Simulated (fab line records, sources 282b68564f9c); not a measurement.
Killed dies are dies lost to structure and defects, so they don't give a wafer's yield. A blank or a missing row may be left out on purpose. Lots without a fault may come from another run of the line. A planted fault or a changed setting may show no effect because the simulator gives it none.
fab line records | flow rit_cmos
record lots=6 wafers=18 last_day=7
route steps=202 shown NWELL@35 PWELL@39 WELLDRIVE@50 NRETRO@53 M1@202
lots that met no fault: from a run of the same line without faults
start_h: hours from the record's first day to the start of the lot's first wafer shown | wait_h: hours since the lot's step before | " the same as in the row above | L1.1+2: a row that stands for several wafers | - no value, or no start given | * or withheld: withheld | < > ~ a bound
route shown NAME@n: a module of which the file shows steps, and the number in the route of the first | usual: mean/standard deviation of fault-free wafers | same: alike in all rows | chamber/n: place in a boat | sites: the reading at each site | _std_site: their standard deviation | _edge_site: outer sites' mean less inner sites' | radius_mm: how far each site lies from the wafer's centre | mask NAME#n: copy n | behind: the tool/chamber that last shaped the wafer | hold: why the lot was held/for how many hours/how that ended | device: the transistor (n, p or np) that didn't switch | end of line: the same wafers' tests at the end of the route | a step without rows: its recipe alone | killed: dies lost to structure and defects at the first sort, not the wafer's yield | map: a wafer's dies, x killed, . not, _ none there
set.NAME: the setting as run; set.NAME@STEP: as run at that earlier step | model.NAME: the simulator's own value behind a step, which no gauge read
lots at some steps of the route; a table a step, a row a wafer
services: from which hour (start_h, from the record's first day; less than 0 if before it) a tool's chamber was out of use, for how many hours, and why
## steps
# step RIT_NWELL_HARDBAKE_07
# recipe resist=NOVOLAK temp_c=140 time_s=120
# step RIT_NWELL_IMPLANT_08
# recipe species=P energy_kev=170 dose_cm2=5e+13 tilt_deg=7
# step RIT_NWELL_STRIP_09
# recipe chemistry=O2 time_s=180 resist=NOVOLAK platen_temp_c=withheld power_w=500 pressure_mtorr=4000 o2_flow_sccm=4000
# usual drypump_motor_current_A=5.3/0.63
# columns lot.wafer tool chamber start_h wait_h drypump_motor_current_A rf_hours_counter_h
L503.1 plasma_asher-04 1 37.39 0.2 5.2 46
L503.3 " 1 " " 5.2 -
L503.6 " 1 " " 5.2 -
L505.3 plasma_asher-04 0 47.95 0.1 4.8 -
L505.5 " 1 " " 5.2 -
L505.6 " 0 " " 4.8 -
L512.1 plasma_asher-02 1 83.99 0.1 5.0 25
L512.2 " 0 " " 6.5 25
L512.6 " 0 " " 6.5 -
L514.2 plasma_asher-01 0 92.88 0.1 5.3 37
L514.5 " 0 " " 5.3 -
L514.6 " 1 " " 4.7 -
L518.1 plasma_asher-04 0 113.32 0.1 4.8 54
L518.2 " 1 " " 5.2 54
L518.5 " 0 " " 4.8 -
L520.1 plasma_asher-01 0 121.52 0.1 5.3 0
L520.3 " 0 " " 5.3 -
L520.6 " 1 " " 4.7 -
# step RIT_NWELL_TW_MEAS_10
# usual NWELL_TW=2122/16
# columns lot.wafer tool chamber start_h wait_h NWELL_TW
L503.1 film_metro-04 - 37.57 0.1 2092
L503.3 " - " " 2124
L503.6 " - " " 2108
L505.3 film_metro-01 - 48.49 0.5 2142
L505.5 " - " " 2133
L505.6 " - " " 2142
L512.1 film_metro-01 - 84.17 0.1 2130
L512.2 " - " " 2139
L512.6 " - " " 2135
L514.2 film_metro-02 - 93.06 0.1 2117
L514.5 " - " " 2119
L514.6 " - " " 2115
L518.1 film_metro-01 - 113.50 0.1 2136
L518.2 " - " " 2128
L518.5 " - " " 2132
L520.1 film_metro-02 - 121.69 0.1 2128
L520.3 " - " " 2145
L520.6 " - " " 2133
# step RIT_PWELL_HMDS_00
# recipe prime_time_s=60 prime_temp_c=140
# step RIT_PWELL_COAT_01
# recipe resist=NOVOLAK spin_rpm=2000 resist_thk_nm=1300
# step RIT_PWELL_SOFTBAKE_02
# recipe resist=NOVOLAK temp_c=90 time_s=60
# step RIT_PWELL_EXPOSE_03
# recipe mask_id=M3 na=0.57 target_cd_nm=43700 dose_mj=250
# step RIT_PWELL_PEB_04
# recipe resist=NOVOLAK temp_c=withheld time_s=withheld
# step RIT_PWELL_DEVELOP_05
# recipe resist=NOVOLAK develop_time_s=68 dev_temp_c=23
# step RIT_PWELL_OVL_MEAS_06
# usual PWELL_OVL=1.3/1.3
# columns lot.wafer tool chamber start_h wait_h PWELL_OVL[nm]
L503.1 overlay-01 - 38.51 - 2.7
L503.3 " - " " 2.7
L503.6 " - " " 2.0
L505.3 overlay-01 - 49.42 - 1.2
L505.5 " - " " 2.4
L505.6 " - " " 2.7
L512.1 overlay-01 - 85.25 - 0.5
L512.2 " - " " -1.2
L512.6 " - " " -1.6
L514.2 overlay-01 - 94.00 - 2.4
L514.5 " - " " 2.9
L514.6 " - " " 2.6
L518.1 overlay-02 - 114.44 - 1.7
L518.2 " - " " 1.9
L518.5 " - " " 0.6
L520.1 overlay-01 - 122.92 - -0.3
L520.3 " - " " -0.6
L520.6 " - " " 0.1
# step RIT_PWELL_HARDBAKE_07
# recipe resist=NOVOLAK temp_c=140 time_s=120
# step RIT_PWELL_IMPLANT_08
# recipe species=B energy_kev=170 dose_cm2=7e+13 tilt_deg=7
# usual dose_ions_cm2=7.001e+13/7.8e+10 faraday_current_uA=223/4.6 tilt_deg=6.999/0.02
# columns lot.wafer tool chamber start_h wait_h dose_ions_cm2 faraday_current_uA tilt_deg
L503.1 implanter-01 0 38.79 0.2 7e+13 219 6.982
L503.3 " 0 " " 7.015e+13 225 7.014
L503.6 " 0 " " 7.001e+13 217 6.996
L505.3 implanter-03 0 49.74 0.2 6.996e+13 225 7.022
L505.5 " 0 " " 6.996e+13 226 7.016
L505.6 " 0 " " 7.002e+13 222 6.990
L512.1 implanter-03 0 85.64 0.2 1.1885e+14 366 7.008
L512.2 " 0 " " 1.1885e+14 384 6.977
L512.6 " 0 " " 1.1895e+14 375 6.990
L514.2 implanter-03 0 94.31 0.2 1.1886e+14 378 6.956
L514.5 " 0 " " 1.1898e+14 384 6.991
L514.6 " 0 " " 1.1891e+14 389 6.970
L518.1 implanter-01 0 114.72 0.2 7.014e+13 221 7.026
L518.2 " 0 " " 7.007e+13 220 6.999
L518.5 " 0 " " 7.013e+13 221 7.013
L520.1 implanter-04 0 123.37 0.2 6.995e+13 234 6.988
L520.3 " 0 " " 6.995e+13 222 6.975
L520.6 " 0 " " 6.994e+13 217 6.988
# step RIT_PWELL_STRIP_09
# recipe chemistry=O2 time_s=180 resist=NOVOLAK platen_temp_c=withheld power_w=500 pressure_mtorr=4000 o2_flow_sccm=4000
# usual drypump_motor_current_A=5.4/0.53
# columns lot.wafer tool chamber start_h wait_h drypump_motor_current_A rf_hours_counter_h
L503.1 plasma_asher-04 0 38.94 0.1 4.8 46
L503.3 " 1 " " 5.2 -
L503.6 " 1 " " 5.2 -
L505.3 plasma_asher-03 0 49.90 0.1 5.8 -
L505.5 " 0 " " 5.8 -
L505.6 " 1 " " 5.4 -
L512.1 plasma_asher-04 1 85.79 0.1 5.2 51
L512.2 " 0 " " 4.8 51
L512.6 " 1 " " 5.2 -
L514.2 plasma_asher-02 0 94.43 0.1 6.5 26
L514.5 " 0 " " 6.5 -
L514.6 " 1 " " 5.0 -
L518.1 plasma_asher-03 1 114.87 0.1 5.4 52
L518.2 " 0 " " 5.8 52
L518.5 " 0 " " 5.8 -
L520.1 plasma_asher-03 0 123.52 0.1 5.8 53
L520.3 " 0 " " 5.8 -
L520.6 " 0 " " 5.8 -
# step RIT_PWELL_TW_MEAS_10
# usual PWELL_TW=944/5.5
# columns lot.wafer tool chamber start_h wait_h PWELL_TW
L503.1 film_metro-04 - 39.12 0.1 940
L503.3 " - " " 941
L503.6 " - " " 943
L505.3 film_metro-04 - 50.04 0.1 942
L505.5 " - " " 936
L505.6 " - " " 932
L512.1 film_metro-04 - 85.96 0.1 1113
L512.2 " - " " 1113
L512.6 " - " " 1111
L514.2 film_metro-02 - 94.62 0.1 1112
L514.5 " - " " 1115
L514.6 " - " " 1118
L518.1 film_metro-01 - 115.05 0.1 946
L518.2 " - " " 953
L518.5 " - " " 951
L520.1 film_metro-01 - 123.69 0.1 951
L520.3 " - " " 943
L520.6 " - " " 949
# step RIT_WELLDRIVE_ANNEAL_00
# recipe temp_c=1100 time_s=14700 ambient=N2
# step RIT_WELLDRIVE_RS_MEAS_01
# recipe thk_meas_gauge=four-point-probe
# usual NWELL_RS=276.0/0.84
# columns lot.wafer tool chamber start_h wait_h NWELL_RS[ohm/sq]
L503.1 film_metro-01 - 45.22 0.0 275.0
L503.3 " - " " 275.5
L503.6 " - " " 275.2
L505.3 film_metro-04 - 55.71 0.0 276.3
L505.5 " - " " 275.7
L505.6 " - " " 275.8
L512.1 film_metro-04 - 92.01 0.0 275.7
L512.2 " - " " 274.5
L512.6 " - " " 275.5
L514.2 film_metro-01 - 100.74 0.0 274.5
L514.5 " - " " 275.1
L514.6 " - " " 275.0
L518.1 film_metro-04 - 120.19 0.0 276.0
L518.2 " - " " 276.6
L518.5 " - " " 276.9
L520.1 film_metro-01 - 128.83 0.0 275.7
L520.3 " - " " 275.8
L520.6 " - " " 275.9
# step RIT_WELLDRIVE_RS_MEAS_02
# recipe thk_meas_gauge=four-point-probe
# usual PWELL_RS=429.7/1.5
# columns lot.wafer tool chamber start_h wait_h PWELL_RS[ohm/sq]
L503.1 film_metro-01 - 45.34 0.1 428.3
L503.3 " - " " 427.9
L503.6 " - " " 428.5
L505.3 film_metro-04 - 55.83 0.1 429.6
L505.5 " - " " 428.6
L505.6 " - " " 427.2
L512.1 film_metro-04 - 92.13 0.1 309.3
L512.2 " - " " 309.2
L512.6 " - " " 309.4
L514.2 film_metro-01 - 100.86 0.1 308.6
L514.5 " - " " 309.1
L514.6 " - " " 309.6
L518.1 film_metro-04 - 120.31 0.1 429.2
L518.2 " - " " 428.2
L518.5 " - " " 427.9
L520.1 film_metro-01 - 128.95 0.1 429.5
L520.3 " - " " 428.8
L520.6 " - " " 428.4
# step RIT_NRETRO_HMDS_00
# recipe prime_time_s=60 prime_temp_c=140
# step RIT_M1_PROBE_99
# usual killed_at_front_end=6.6/3 killed_dies=6.6/3 killed_open=3.4/2 killed_short=3.2/2
# same gross_dies=264 killed_at_M0_to_M3=0 killed_at_M4_up=0 killed_at_back_side=0 killed_at_contacts=0 killed_at_other=0
# columns lot.wafer tool chamber start_h wait_h killed_at_front_end killed_dies killed_open killed_short model.etest.nmos_0p3.r_on_ohm_um model.etest.nmos_0p15.r_on_ohm_um model.etest.pwell_pinched.rs_ohm_sq model.etest.nmos_turned.drive_ua_um model.etest.nmos_0p15.drive_ua_um model.etest.pwell.rs_ohm_sq model.etest.nmos_narrow.drive_ua_um model.etest.nmos_0p3.drive_ua_um
L503.1 prober-02 - 78.70 0.1 7 7 3 4 2103 1069 446.8 324.5 474.2 413.1 232.9 230
L503.3 prober-02 - 78.80 0.2 5 5 5 0 2120 1125 454.1 327.5 478.2 408.6 234.3 234.9
L503.6 prober-02 - 78.95 0.2 4 4 3 1 2127 1114 452.1 321.5 467.7 413.9 229.7 228.5
L505.3 prober-02 - 88.14 0.2 5 5 2 3 2206 1186 466.1 299.3 445.5 422.2 226.6 222.9
L505.5 prober-02 - 88.24 0.2 5 5 2 3 2205 1150 453.2 298.1 443.9 414.2 217.3 216.8
L505.6 prober-02 - 88.29 0.2 4 4 4 0 2179 1150 461.8 314.7 457.9 422.2 225.8 225.6
L512.1 prober-01 - 122.75 0.1 4 4 0 4 2762 1381 329.2 195.6 326.9 300.3 139.9 144.4
L512.2 prober-01 - 122.80 0.1 6 6 5 1 2774 1378 329.5 200.2 328.3 300.4 140.8 143.5
L512.6 prober-01 - 123.00 0.2 9 9 1 8 2811 1393 328.2 190.8 325.2 298.9 143.3 144.2
L514.2 prober-02 - 133.33 0.1 3 3 2 1 2729 1305 325.3 223.1 353.8 296.2 148 147.7
L514.5 prober-02 - 133.48 0.2 6 6 3 3 2660 1311 327.1 223.2 368.2 294.2 157.1 156.7
L514.6 prober-02 - 133.53 0.2 3 3 2 1 2702 1302 328.6 234.1 363.3 295.5 152.5 151.7
L518.1 prober-02 - 152.83 0.1 8 8 4 4 2122 1116 454.4 340.2 467.3 409.6 235.3 225
L518.2 prober-02 - 152.88 0.1 11 11 8 3 2184 1153 463.4 329.1 466.8 411.6 231.4 223.4
L518.5 prober-02 - 153.03 0.2 6 6 3 3 2128 1106 458.2 331.1 461.5 412.6 228.8 221.9
L520.1 prober-02 - 158.64 0.1 10 10 6 4 2137 1136 448 323.4 451.2 411.5 226.3 228.7
L520.3 prober-02 - 158.74 0.2 6 6 3 3 2117 1106 454.4 342.9 468.4 414.8 235.4 232.5
L520.6 prober-02 - 158.89 0.2 8 8 5 3 2148 1145 461.4 329.8 468.7 417.4 233.4 232.7
# killed by level:class
L503.1 FOX2:geometric_particle:short=2 GATE:geometric_particle:open=2 REOX:geometric_particle:short=2 FOX2:geometric_particle:open=1
L503.3 GATE:geometric_particle:open=2 FOX2:geometric_particle:open=1 SPACER:geometric_particle:open=1 SILICIDE:geometric_particle:open=1
L503.6 FOX1:geometric_particle:open=1 GATE:geometric_particle:short=1 SPACER:geometric_particle:open=1 SILICIDE:geometric_particle:open=1
L505.3 GATE:geometric_particle:open=1 GATE:geometric_particle:short=1 REOX:geometric_particle:short=1 SPACER:geometric_particle:short=1 SPACER:geometric_particle:open=1
L505.5 GATE:geometric_particle:short=3 FOX1:geometric_particle:open=1 FOX2:geometric_particle:open=1
L505.6 FOX1:geometric_particle:open=1 GATE:geometric_particle:open=1 REOX:geometric_particle:open=1 SILICIDE:geometric_particle:open=1
L512.1 FOX2:geometric_particle:short=1 GATE:geometric_particle:short=1 REOX:geometric_particle:short=1 SILICIDE:geometric_particle:short=1
L512.2 GATE:geometric_particle:open=4 FOX1:geometric_particle:open=1 GATE:geometric_particle:short=1
L512.6 GATE:geometric_particle:short=6 FOX1:geometric_particle:short=1 SPACER:geometric_particle:short=1 SPACER:geometric_particle:open=1
L514.2 SPACER:geometric_particle:open=2 GATE:geometric_particle:short=1
L514.5 SPACER:geometric_particle:short=3 GATE:geometric_particle:open=1 REOX:geometric_particle:open=1 SPACER:geometric_particle:open=1
L514.6 FOX2:geometric_particle:open=1 GATE:geometric_particle:open=1 SPACER:geometric_particle:short=1
L518.1 REOX:geometric_particle:open=3 SPACER:geometric_particle:short=2 GATE:geometric_particle:open=1 GATE:geometric_particle:short=1 REOX:geometric_particle:short=1
L518.2 GATE:geometric_particle:open=3 REOX:geometric_particle:short=3 REOX:geometric_particle:open=3 FOX1:geometric_particle:open=1 SPACER:geometric_particle:open=1
L518.5 GATE:geometric_particle:short=2 FOX2:geometric_particle:open=1 REOX:geometric_particle:open=1 SPACER:geometric_particle:open=1 SPACER:geometric_particle:short=1
L520.1 GATE:geometric_particle:open=2 SILICIDE:geometric_particle:open=2 FOX1:geometric_particle:short=1 FOX2:geometric_particle:short=1 GATE:geometric_particle:short=1 REOX:geometric_particle:open=1 SPACER:geometric_particle:open=1 SILICIDE:geometric_particle:short=1
L520.3 FOX1:geometric_particle:short=2 FOX2:geometric_particle:short=1 GATE:geometric_particle:open=1 REOX:geometric_particle:open=1 SILICIDE:geometric_particle:open=1
L520.6 GATE:geometric_particle:open=2 FOX1:geometric_particle:open=1 FOX2:geometric_particle:short=1 GATE:geometric_particle:short=1 SPACER:geometric_particle:open=1 SILICIDE:geometric_particle:open=1 SILICIDE:geometric_particle:short=1
## services
# columns tool chamber start_h hours kind
implanter-01 - 22.80 2.8 repair
plasma_asher-03 - 27.69 0.9 repair
plasma_asher-01 - 38.42 0.3 repair
plasma_asher-01 - 108.75 9.0 pm
plasma_asher-01 0 108.75 9.0 vent_cycle
plasma_asher-01 1 108.75 9.0 vent_cycle
plasma_asher-01 0 117.75 - clean
plasma_asher-01 1 117.75 - clean
## key
first_sign step=RIT_PWELL_IMPLANT_08 reading=dose_ions_cm2 direction=up sigmas=99+ usual=7.001e+13 struck=1.189e+14
effect step=RIT_PWELL_IMPLANT_08 reading=faraday_current_uA direction=up sigmas=34 usual=223 struck=379
effect step=RIT_PWELL_TW_MEAS_10 reading=PWELL_TW direction=up sigmas=31 usual=944 struck=1114
effect step=RIT_WELLDRIVE_RS_MEAS_02 reading=PWELL_RS direction=down sigmas=82 usual=429.7 struck=309.2
model_effect step=RIT_M1_PROBE_99 value=etest.nmos_0p3.r_on_ohm_um without=2188 struck=2740
met_at RIT_PWELL_IMPLANT_08
struck_wafers L512.1,L512.2,L512.6,L514.2,L514.5,L514.6
tester_left_out L512,L514
onset_between 49.74 85.64
fault kind=process_parameter_drift tool=implanter-03 chamber=- onset_h=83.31 steps=RIT_PWELL_IMPLANT_08 channel=dose_cm2 offset=4.8909e+13 shape=step end_h=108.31 acts_in=these_recipes_only stated=7e+13
# tester_left_out: of these lots the tester's yield and bins aren't shown, on N5 and GAA mostly nor the transistor test; their killed dies are dies lost to structure and defects alone, not to doping, threshold or leakage, so they don't give the yield
